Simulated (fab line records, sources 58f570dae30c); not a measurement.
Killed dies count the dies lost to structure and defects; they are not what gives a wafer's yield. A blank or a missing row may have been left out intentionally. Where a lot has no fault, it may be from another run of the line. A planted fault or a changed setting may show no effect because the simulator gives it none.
Code-filled problem report in 8D (eight disciplines) form -- flow berkeley-cmos170 -- the parts of the form that need people (team, actions taken, sign-off) are left out

== 1. WHAT IS WRONG ==
Across 6 wafers from 2 lots, NWELL_TW at UCB170_NWELL_TW_MEAS_16 averages 1227, while fault-free wafers read 1258 with a standard deviation of 6.5. That is -4.8 standard deviations from the usual mean.
First seen on wafer L410.3, day 6 05:05, on film-metro-02. At this step, 42 wafers from 14 lots have a number in the record. Rule for "out" (also "out of limits"): further than 4 standard deviations from the usual mean. All remaining wafers that have a number are taken as sound.

== 2. WHAT IT IS, AND WHAT IT ISN'T ==
question,is,is not
which readings at this step,NWELL_TW,-
which lots,"L410, L413","L395, L396, L397, L399, L400, L401, L402, L403, L404, L405, L409, L411"
which wafers of those lots,all that have a number,-
read on which gauges,"film-metro-02, film-metro-03",film-metro-04
when,from day 6 05:05,up to then (36 sound wafers)

== 3. WHAT RULES OUT EACH SUSPECT ==
Counting: a tool at a process step up to the reading stays a suspect if it ran every lot that is out and no sound lot after the first of them.
- the gauge at UCB170_NWELL_TW_MEAS_16 has been ruled out. Those wafers that are out were read across 2 gauges (film-metro-02, film-metro-03).
- implanter-02 at UCB170_NWELL_IMPLANT_14: kept. All lots that are out passed through it, beginning with L410 at day 6 04:52, and no sound lot followed; its final sound lot before that point was L404 at day 5 02:00. On those wafers its own readings are out: dose-ions-cm2.
Remaining after the count: implanter-02 at UCB170_NWELL_IMPLANT_14.

== 4. THE CAUSE (what the simulator had put in) ==
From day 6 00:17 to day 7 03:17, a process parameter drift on implanter-02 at UCB170_NWELL_IMPLANT_14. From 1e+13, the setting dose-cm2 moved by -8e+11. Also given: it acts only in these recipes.
Counting left only this tool.

== 5. THE EFFECT CHAIN, in route order ==
Each row: a reading whose mean over the struck wafers that have a number lies more than 3 standard deviations from the usual. Only readings whose record carries a usual standard deviation are examined. hours: median over the lots of the time between each lot's start at the first step of this table that gives one and its start at this step. sigmas: the change, counted in usual standard deviations.
hours,step,reading,usual,on struck wafers,change,sigmas
0,UCB170_NWELL_IMPLANT_14,dose-ions-cm2,1.0002e+13,9.1978e+12,-8.0417e+11,-80
0,UCB170_NWELL_IMPLANT_14,faraday-current-uA,31.7,29.5,-2.2,-3.3
0,UCB170_NWELL_TW_MEAS_16,NWELL_TW,1258,1227,-31,-4.8
The process steps in it:
- UCB170_NWELL_IMPLANT_14
Later steps that measure or inspect, where all struck wafers having a row at the step show a number for every such reading and not one has moved that far: UCB170_SILICIDE_THK_MEAS_03, UCB170_M2_OVL_MEAS_16, UCB170_M3_RS_MEAS_02.

== 6. HOW IT WOULD HAVE BEEN CAUGHT EARLIER ==
Counted from the fault's start at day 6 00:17, it took 5 hours until the first out-of-limits reading at a measuring or inspecting step in this record, taken at day 6 05:05.
Tool's own readings at UCB170_NWELL_IMPLANT_14, dose-ions-cm2: out on all struck wafers the step has rows for; an alarm limit on them would have tripped on the first.
L413, from the lots that are out (2), started UCB170_NWELL_IMPLANT_14 on implanter-02 later than day 6 05:05. It would have been spared by a hold on the tool at that moment.
